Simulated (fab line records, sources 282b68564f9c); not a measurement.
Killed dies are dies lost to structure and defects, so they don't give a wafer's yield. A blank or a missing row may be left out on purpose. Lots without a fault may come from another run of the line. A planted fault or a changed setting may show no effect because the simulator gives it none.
A struck lot beside a sound one | flow rit_cmos | 44 steps out of a route of 202
Sound: wafers L675.1, L675.2, L675.6. Struck: wafers L679.2, L679.3, L679.5. The cause comes at the end.
At each step with rows: each side's tool, then ch and its chambers, then its first start. Under that, the readings that differ: sound wafers | struck wafers | difference of the means | sigmas: that difference in standard deviations of wafers without a fault.
alike: readings whose means differ by less than 2 such deviations, and words and numbers that are the same on both sides. not compared: withheld readings, readings that some wafer has no value for, bounds like >300 that may hide the same value, and numbers for which the record gives no deviation and whose values overlap.
The two part at a step that has a row with sigmas, a row that says differs or no value, or rows on one side only. Numbers that don't overlap but have no deviation are shown without sigmas and don't part them. A reading that every wafer of one side lacks parts them only if that side has two wafers or more.

first, 1 step without rows for these wafers: RIT_PRETRO_IMPLANT_08.
RIT_PRETRO_STRIP_09: strips in O2, time 180 s.
  sound on plasma_asher-02 ch 0,1, day 2 17:01; struck on plasma_asher-01 ch 1, day 3 15:44
  alike: drypump_motor_current_A, rf_refl_power_W
  not compared: rf_hours_counter_h
RIT_PRETRO_TW_MEAS_10:
  sound on film_metro-02, day 2 17:11; struck on film_metro-02, day 3 15:55
  alike: PRETRO_TW
then, 5 steps without rows for these wafers: RIT_GATE_WET_ETCH_00 (etches SiO2 in BOE, target depth 56 nm, time 60 s); RIT_GATE_CLEAN_01 (cleans in SC1, time 600 s); RIT_GATE_CLEAN_02 (cleans in dHF, time 30 s); RIT_GATE_CLEAN_03 (cleans in SC2, time 600 s); RIT_GATE_CLEAN_04 (cleans in dHF, time 60 s).
RIT_FOX2_THK_MEAS_91:
  sound on film_metro-02, day 2 17:40; struck on film_metro-04, day 3 16:24
  reading                     | sound       | struck      | difference | sigmas
  FIELD_OXIDE_LEFT_2_THK (nm) | 250 256 253 | 235 238 229 | -19        | -3
then, 2 steps without rows for these wafers: RIT_GATE_OXIDATION_05 (target thk 3 nm, ox time 270 s); RIT_GATE_ANNEAL_06 (time 600 s).
RIT_GATE_THK_MEAS_07:
  sound on film_metro-02, day 2 22:01; struck on film_metro-04, day 3 17:47
  alike: GATE_OXIDE_THK
RIT_GATE_CVD_08: deposits poly-Si from SiH4, target thk 250 nm, time 2220 s.
  sound on lpcvd-01 ch 0, day 2 22:05; struck on lpcvd-01 ch 1, day 3 17:50
  reading                                  | sound             | struck            | difference | sigmas
  spike_tc_source_C (C)                    | 631.0 629.7 631.0 | 634.7 634.6 633.8 | +3.8       | +3
  model.poly-Si_of_GATE_CVD_08.thk_nm (nm) | 256.3 255.2 256.9 | 154.7 153 153.7   | -102.3     |
RIT_GATE_THK_MEAS_09:
  sound on film_metro-03, day 2 23:42; struck on film_metro-03, day 3 20:16
  reading            | sound             | struck            | difference | sigmas
  GATE_POLY_THK (nm) | 256.3 255.4 256.9 | 154.7 153.2 153.8 | -102.3     | -43
then, 6 steps without rows for these wafers: RIT_GATE_HMDS_10 (prime time 60 s); RIT_GATE_COAT_11 (resist thk 850 nm); RIT_GATE_SOFTBAKE_12 (time 60 s); RIT_GATE_EXPOSE_13 (exposes mask M6, target cd 150 nm); RIT_GATE_PEB_14; RIT_GATE_DEVELOP_15 (develop time 50 s).
RIT_GATE_CD_MEAS_16: target cd 150 nm.
  sound on cd_sem-01, day 3 00:44; struck on cd_sem-02, day 3 21:22
  alike: cd_nm
RIT_GATE_OVL_MEAS_17:
  sound on overlay-01, day 3 00:52; struck on overlay-02, day 3 21:29
  alike: GATE_OVL
then, 1 step without rows for these wafers: RIT_GATE_HARDBAKE_18 (time 60 s).
RIT_GATE_ETCH_19: etches poly-Si in SF6/CHF3/O2, stops on SiO2, time 165 s, target depth 312.5 nm.
  sound on rie_si-01 ch 0,1,3, day 3 01:02; struck on rie_si-01 ch 0,2, day 3 21:40
  reading                          | sound             | struck            | difference | sigmas
  oes_product_au (a.u.)            | 0.874 0.849 0.871 | 0.629 0.614 0.630 | -0.240     | -20
  model.GATE.feature_depth_nm (nm) | 256.3 255.2 256.9 | 154.7 153 153.7   | -102.3     |
  model.etch.depth_nm (nm)         | 256.3 255.2 256.9 | 154.7 153 153.7   | -102.3     |
  alike: drypump_motor_current_A, throttle_valve_pct
  not compared: rf_hours_counter_h
RIT_GATE_STRIP_20: strips in O2, time 180 s.
  sound on plasma_asher-04 ch 0,1, day 3 01:09; struck on plasma_asher-04 ch 1, day 3 21:46
  alike: drypump_motor_current_A, rf_refl_power_W
  not compared: rf_hours_counter_h
RIT_GATE_CD_MEAS_90: target cd 150 nm.
  sound on cd_sem-01, day 3 01:19; struck on cd_sem-02, day 3 21:58
  alike: cd_nm
then, 4 steps without rows for these wafers: RIT_REOX_CLEAN_00 (cleans in SC1, time 600 s); RIT_REOX_CLEAN_01 (cleans in dHF, time 30 s); RIT_REOX_CLEAN_02 (cleans in SC2, time 600 s); RIT_REOX_OXIDATION_03 (target thk 25.2 nm, ox time 5580 s).
RIT_REOX_THK_MEAS_04:
  sound on film_metro-04, day 3 04:32; struck on film_metro-01, day 4 00:59
  reading             | sound          | struck         | difference | sigmas
  REOX_OXIDE_THK (nm) | 25.8 26.3 25.8 | 25.3 24.6 24.7 | -1.1       | -2
then, 6 steps without rows for these wafers: RIT_NLDD_HMDS_00 (prime time 60 s); RIT_NLDD_COAT_01 (resist thk 1000 nm); RIT_NLDD_SOFTBAKE_02 (time 60 s); RIT_NLDD_EXPOSE_03 (exposes mask M7, target cd 40700 nm); RIT_NLDD_PEB_04; RIT_NLDD_DEVELOP_05 (develop time 50 s).
RIT_NLDD_OVL_MEAS_06:
  sound on overlay-02, day 3 05:27; struck on overlay-02, day 4 02:01
  alike: NLDD_OVL
then, 2 steps without rows for these wafers: RIT_NLDD_HARDBAKE_07 (time 60 s); RIT_NLDD_IMPLANT_08.
RIT_NLDD_STRIP_09: strips in O2, time 180 s.
  sound on plasma_asher-02 ch 0,1, day 3 05:47; struck on plasma_asher-02 ch 0,1, day 4 02:21
  alike: drypump_motor_current_A, rf_refl_power_W
  not compared: rf_hours_counter_h
RIT_NLDD_TW_MEAS_10:
  sound on film_metro-01, day 3 05:58; struck on film_metro-03, day 4 02:32
  reading | sound          | struck         | difference | sigmas
  NLDD_TW | 2511 2504 2510 | 2467 2461 2478 | -40        | -2
RIT_SDANNEAL_CLEAN_02: cleans in SC2, time 600 s.
  sound on wet_bench-04 ch 3, day 3 13:20; struck on wet_bench-02 ch 0, day 4 09:52
  reading                                  | sound             | struck            | difference | sigmas
  model.poly-Si_of_GATE_CVD_08.thk_nm (nm) | 170.6 169.1 169.5 | 67.56 65.94 67.32 | -102.79    |
RIT_M1_PROBE_99:
  sound on prober-01, day 3 20:55; struck on prober-02, day 4 18:09
  alike: killed_at_contacts, killed_at_front_end, killed_dies, killed_open, killed_short

WHERE THEY PART
First at RIT_FOX2_THK_MEAS_91; last, within this record, at RIT_NLDD_TW_MEAS_10. Later steps at which nothing parts them and some readings are alike: RIT_M1_PROBE_99.

WHY: what the simulator had put in
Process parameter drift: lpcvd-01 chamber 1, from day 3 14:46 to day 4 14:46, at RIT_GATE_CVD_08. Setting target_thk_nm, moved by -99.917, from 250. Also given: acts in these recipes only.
